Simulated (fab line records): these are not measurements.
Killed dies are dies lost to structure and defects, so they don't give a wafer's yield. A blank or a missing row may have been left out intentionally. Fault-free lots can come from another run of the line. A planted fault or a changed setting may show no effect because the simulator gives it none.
The tool behind it: which one? || flow ritCmos || 14 lots, 42 wafers sampled, at 2 steps of a route of 202

WHAT THE GAUGES READ, wafer by wafer
RIT_NRETRO_TW_MEAS_10. Usual: NRETRO_TW gives 1040 (standard deviation 14).
{"lot": "L424", "measured": "day 2 06:08", "on": "filmMetro-01", "NRETRO_TW": "1030 1032 1029", "flag": ""}
{"lot": "L425", "measured": "day 2 10:45", "on": "filmMetro-02", "NRETRO_TW": "1040 1035 1036", "flag": ""}
{"lot": "L426", "measured": "day 2 17:07", "on": "filmMetro-04", "NRETRO_TW": "1046 1048 1041", "flag": ""}
{"lot": "L427", "measured": "day 2 21:28", "on": "filmMetro-02", "NRETRO_TW": "1035 1039 1036", "flag": ""}
{"lot": "L428", "measured": "day 3 03:22", "on": "filmMetro-02", "NRETRO_TW": "1038 1035 1040", "flag": ""}
{"lot": "L429", "measured": "day 3 06:34", "on": "filmMetro-02", "NRETRO_TW": "1041 1033 1038", "flag": ""}
{"lot": "L430", "measured": "day 3 12:29", "on": "filmMetro-01", "NRETRO_TW": "1026 1030 1024", "flag": ""}
{"lot": "L431", "measured": "day 3 17:50", "on": "filmMetro-04", "NRETRO_TW": "1062 1057 1055", "flag": ""}
{"lot": "L432", "measured": "day 4 00:03", "on": "filmMetro-02", "NRETRO_TW": "1036 1036 1037", "flag": ""}
{"lot": "L435", "measured": "day 4 16:29", "on": "filmMetro-04", "NRETRO_TW": "1068 1060 1064", "flag": ""}
{"lot": "L436", "measured": "day 5 02:13", "on": "filmMetro-01", "NRETRO_TW": "465 464 464 466 464 464", "flag": "OFF"}
{"lot": "L437", "measured": "day 5 05:53", "on": "filmMetro-01", "NRETRO_TW": "466 467 465 468 466 464", "flag": "OFF"}
{"lot": "L438", "measured": "day 5 08:45", "on": "filmMetro-02", "NRETRO_TW": "472 474 474 471 474 470", "flag": "OFF"}
{"lot": "L439", "measured": "day 5 13:33", "on": "filmMetro-04", "NRETRO_TW": "479 478 480 479 479 481", "flag": "OFF"}

TOOL THAT RAN EACH LOT (tool first, then ch and the chambers of the sampled wafers, then the start)
{"lot": "L424", "RIT_NRETRO_IMPLANT_08": "implanter-03 ch 0, day 2 05:49"}
{"lot": "L425", "RIT_NRETRO_IMPLANT_08": "implanter-02 ch 0, day 2 10:25"}
{"lot": "L426", "RIT_NRETRO_IMPLANT_08": "implanter-02 ch 0, day 2 16:49"}
{"lot": "L427", "RIT_NRETRO_IMPLANT_08": "implanter-03 ch 0, day 2 21:10"}
{"lot": "L428", "RIT_NRETRO_IMPLANT_08": "implanter-03 ch 0, day 3 03:02"}
{"lot": "L429", "RIT_NRETRO_IMPLANT_08": "implanter-02 ch 0, day 3 06:17"}
{"lot": "L430", "RIT_NRETRO_IMPLANT_08": "implanter-01 ch 0, day 3 12:12"}
{"lot": "L431", "RIT_NRETRO_IMPLANT_08": "implanter-02 ch 0, day 3 17:31"}
{"lot": "L432", "RIT_NRETRO_IMPLANT_08": "implanter-01 ch 0, day 3 23:44"}
{"lot": "L435", "RIT_NRETRO_IMPLANT_08": "implanter-01 ch 0, day 4 16:10"}
{"lot": "L436", "RIT_NRETRO_IMPLANT_08": "implanter-01 ch 0, day 5 01:53"}
{"lot": "L437", "RIT_NRETRO_IMPLANT_08": "implanter-01 ch 0, day 5 05:35"}
{"lot": "L438", "RIT_NRETRO_IMPLANT_08": "implanter-02 ch 0, day 5 08:26"}
{"lot": "L439", "RIT_NRETRO_IMPLANT_08": "implanter-03 ch 0, day 5 13:14"}
- RIT_NRETRO_IMPLANT_08

AS READ BY THE TOOLS THEMSELVES (means over the sampled wafers that have a number; for cases with no such wafer, the mark the record gives instead)
The record holds no such reading with a usual standard deviation.

THE ANSWER, worked out from the rows above alone
Rule: a lot is off if the mean of its wafers that have a number lies more than 3 standard deviations from the usual mean. A lot without any number at a reading at which 4 lots or more have one is off too. The other lots that the step has rows for count as sound. First the gauges in route order, then the tools' own readings, where a lot's mean is used as printed above. The first step at which some lot is off is used, and at that step the reading that is off furthest; a lot without a number counts as furthest.
Off: at RIT_NRETRO_TW_MEAS_10 (NRETRO_TW), L436, L437, L438, L439.
If a tool, at a process step before that reading, ran all the lots that are off and no sound lot after the first of them, it fits. Those tools and the gauges at RIT_NRETRO_TW_MEAS_10 are tried in the same way. No candidate that was tried fits.

WHAT THE SIMULATOR PUT IN
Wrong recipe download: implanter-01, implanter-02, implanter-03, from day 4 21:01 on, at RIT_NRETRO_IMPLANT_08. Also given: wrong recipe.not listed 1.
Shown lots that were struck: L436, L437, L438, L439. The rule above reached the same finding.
